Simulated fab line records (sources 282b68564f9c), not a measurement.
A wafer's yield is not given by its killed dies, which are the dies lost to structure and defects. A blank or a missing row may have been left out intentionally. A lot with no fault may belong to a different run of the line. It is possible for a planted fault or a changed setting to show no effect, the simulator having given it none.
Which tool is to blame?	flow rit cmos	Sampling: 14 lots, 42 wafers, 5 of 202 route steps

WHAT THE GAUGES SHOWED, per wafer
RIT_ACTIVE_CD_MEAS_11: the cd target is 1400 nm. Usual: cd nm 1398.8 nm, standard deviation 2.2.
lot	measured	on	cd nm (nm)	flag
L197	day 1 15:18	cd sem-02	1396.9 1397.3 1397.0	
L200	day 2 05:37	cd sem-01	1400.8 1401.6 1400.5	
L201	day 2 10:26	cd sem-02	1400.3 1402.0 1401.3	
L202	day 2 15:35	cd sem-01	1398.1 1398.1 1398.9	
L204	day 3 01:58	cd sem-01	1397.8 1395.6 1398.8	
L207	day 3 16:34	cd sem-01	1395.8 1394.4 1396.1	
L208	day 3 22:13	cd sem-02	1399.7 1399.7 1400.1	
L210	day 4 07:35	cd sem-02	1400.8 1399.2 1397.8	
L212	day 4 17:34	cd sem-02	1397.6 1397.2 1398.1	
L214	day 5 03:34	cd sem-01	1397.8 1398.4 1401.6	
L216	day 5 14:52	cd sem-01	1400.6 1402.9 1399.5	
L217	day 5 18:53	cd sem-01	1398.3 1399.3 1398.4	
L218	day 5 23:47	cd sem-02	1398.2 1399.4 1403.0	
L219	day 6 04:35	cd sem-02	1400.1 1400.5 1398.4	

RIT_NWELL_OVL_MEAS_06. Usual: for NWELL_OVL the level is 1.2 nm and the standard deviation is 1.5.
lot	measured	on	NWELL_OVL (nm)	flag
L197	day 1 21:20	overlay-01	-0.1 0.4 -0.2	
L200	day 2 11:19	overlay-01	0.4 1.2 1.7	
L201	day 2 17:17	overlay-01	2.7 2.7 3.0	
L202	day 2 21:16	overlay-02	1.0 0.9 0.8	
L204	day 3 07:47	overlay-02	2.6 2.8 2.9	
L207	day 3 22:29	overlay-01	1.8 0.8 1.7	
L208	day 4 05:44	overlay-02	1.0 2.1 0.7	
L210	day 4 13:51	overlay-01	4.4 2.7 2.4	
L212	day 4 23:16	overlay-02	-0.7 -1.4 -1.6	
L214	day 5 10:39	overlay-02	1.8 2.7 1.2	
L216	day 5 21:20	overlay-02	0.0 -0.4 0.0	
L217	day 6 00:42	overlay-01	-0.1 0.5 1.0	
L218	day 6 06:25	overlay-01	3.5 1.8 3.5	
L219	day 6 10:26	overlay-01	-3.1 -1.3 -1.2	

RIT_PRETRO_TW_MEAS_10. Usual: for PRETRO_TW the level is 479.1 and the standard deviation is 2.6.
lot	measured	on	PRETRO_TW	flag
L197	day 2 08:10	film metro-02	481.7 480.6 480.6	
L200	day 2 23:46	film metro-04	475.0 477.7 478.1	
L201	day 3 04:09	film metro-03	478.7 483.7 483.5	
L202	day 3 08:11	film metro-04	477.5 477.1 474.1	
L204	day 3 18:44	film metro-02	483.6 482.2 481.1	
L207	day 4 09:19	film metro-03	480.4 480.0 480.6	
L208	day 4 16:27	film metro-02	478.5 479.7 477.7	
L210	day 5 00:44	film metro-02	529.2 529.0 528.5	OFF
L212	day 5 10:55	film metro-02	529.8 528.3 526.5	OFF
L214	day 5 21:53	film metro-03	477.8 478.7 480.1	
L216	day 6 08:22	film metro-02	478.4 481.6 480.9	
L217	day 6 12:08	film metro-02	479.2 480.9 479.3	
L218	day 6 17:16	film metro-02	479.1 481.1 479.9	
L219	day 6 21:17	film metro-04	475.4 478.7 478.3	

EACH LOT AND THE TOOL THAT RAN IT (in order: tool; ch and the chambers of the sampled wafers; start)
lot	RIT_PRETRO_IMPLANT_08	RIT_PRETRO_STRIP_09
L197	implanter-02 ch 0, day 2 07:50	plasma asher-01 ch 0,1, day 2 07:59
L200	implanter-01 ch 0, day 2 23:26	plasma asher-04 ch 0,1, day 2 23:35
L201	implanter-01 ch 0, day 3 03:49	plasma asher-04 ch 0,1, day 3 03:58
L202	implanter-03 ch 0, day 3 07:53	plasma asher-04 ch 0,1, day 3 08:01
L204	implanter-02 ch 0, day 3 18:25	plasma asher-01 ch 0,1, day 3 18:34
L207	implanter-01 ch 0, day 4 08:59	plasma asher-01 ch 0,1, day 4 09:08
L208	implanter-03 ch 0, day 4 16:08	plasma asher-04 ch 0,1, day 4 16:17
L210	implanter-02 ch 0, day 5 00:26	plasma asher-03 ch 0,1, day 5 00:33
L212	implanter-02 ch 0, day 5 10:36	plasma asher-01 ch 0,1, day 5 10:45
L214	implanter-01 ch 0, day 5 21:25	plasma asher-03 ch 0,1, day 5 21:43
L216	implanter-01 ch 0, day 6 08:03	plasma asher-03 ch 0,1, day 6 08:12
L217	implanter-03 ch 0, day 6 11:50	plasma asher-01 ch 0,1, day 6 11:57
L218	implanter-01 ch 0, day 6 16:58	plasma asher-01 ch 0,1, day 6 17:07
L219	implanter-01 ch 0, day 6 20:58	plasma asher-01 ch 0,1, day 6 21:05
- RIT_PRETRO_IMPLANT_08
- RIT_PRETRO_STRIP_09: strips in O2, time 180 s.

WHAT THE TOOLS THEMSELVES READ (means of the sampled wafers that have a number; where no wafer has one, the mark that the record gives instead)
RIT_PRETRO_IMPLANT_08. Usual: dose ions cm2 1.1999e+13, standard deviation 1.4e+10; faraday current uA 37.9, standard deviation 0.81.
lot	tool	dose ions cm2	faraday current uA	flag
L197	implanter-02	1.1987e+13	38.4	
L200	implanter-01	1.1985e+13	37.6	
L201	implanter-01	1.1987e+13	37.9	
L202	implanter-03	1.2007e+13	39.1	
L204	implanter-02	1.1992e+13	37.7	
L207	implanter-01	1.1993e+13	37.7	
L208	implanter-03	1.1985e+13	37.6	
L210	implanter-02	1.6324e+13	51.1	OFF
L212	implanter-02	1.6327e+13	51.3	OFF
L214	implanter-01	1.1992e+13	38.1	
L216	implanter-01	1.2002e+13	38.4	
L217	implanter-03	1.1984e+13	38.3	
L218	implanter-01	1.2007e+13	37.5	
L219	implanter-01	1.2007e+13	37.2	

RIT_PRETRO_STRIP_09. Usual: drypump motor current A 5.3 A, standard deviation 0.47.
lot	tool	drypump motor current A (A)	flag
L197	plasma asher-01	5.0	
L200	plasma asher-04	5.6	
L201	plasma asher-04	5.4	
L202	plasma asher-04	5.6	
L204	plasma asher-01	5.0	
L207	plasma asher-01	4.9	
L208	plasma asher-04	5.4	
L210	plasma asher-03	5.9	
L212	plasma asher-01	5.0	
L214	plasma asher-03	5.9	
L216	plasma asher-03	5.9	
L217	plasma asher-01	4.9	
L218	plasma asher-01	4.9	
L219	plasma asher-01	5.0	

THE ANSWER, worked out from the rows above alone
Rule: lot off if the mean of its wafers having a number is beyond 3 standard deviations from the usual mean. Also off: a lot with no number at a reading for which 4 or more lots have one. The other lots that the step has rows for count as sound. Order of review: gauges by route order, followed by the tools' own readings, for which a lot's mean as printed above is used. The first step at which some lot is off is used, and at that step the reading that is off furthest; a lot without a number counts as furthest.
Off: L210, L212, at RIT_PRETRO_TW_MEAS_10 (PRETRO_TW).
If a tool, at a process step before that reading, ran all the lots that are off and no sound lot after the first of them, it fits. The gauges at RIT_PRETRO_TW_MEAS_10 aren't tried: what is off there is off at RIT_PRETRO_IMPLANT_08 too, on other tools, and a gauge's error can't cause that. One fits: implanter-02 at RIT_PRETRO_IMPLANT_08. A fault onset in the window from L204 (day 3 18:25, its last sound lot) to L210 (day 5 00:26, its first lot off) fits.
The tool's own readings at RIT_PRETRO_IMPLANT_08 bear it out: on the lots that are off they differ by more than 5 times the standard deviation of the sound lots' means. dose ions cm2 reads 1.6326e+13 there against 1.1994e+13 on the sound lots; faraday current uA reads 51.2 there against 38.0 on the sound lots.

WHAT WAS PUT IN BY THE SIMULATOR
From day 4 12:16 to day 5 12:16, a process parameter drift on implanter-02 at RIT_PRETRO_IMPLANT_08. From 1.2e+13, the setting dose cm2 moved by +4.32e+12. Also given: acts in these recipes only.
Lots struck among those shown: L210, L212. This agrees with what the rule above found.
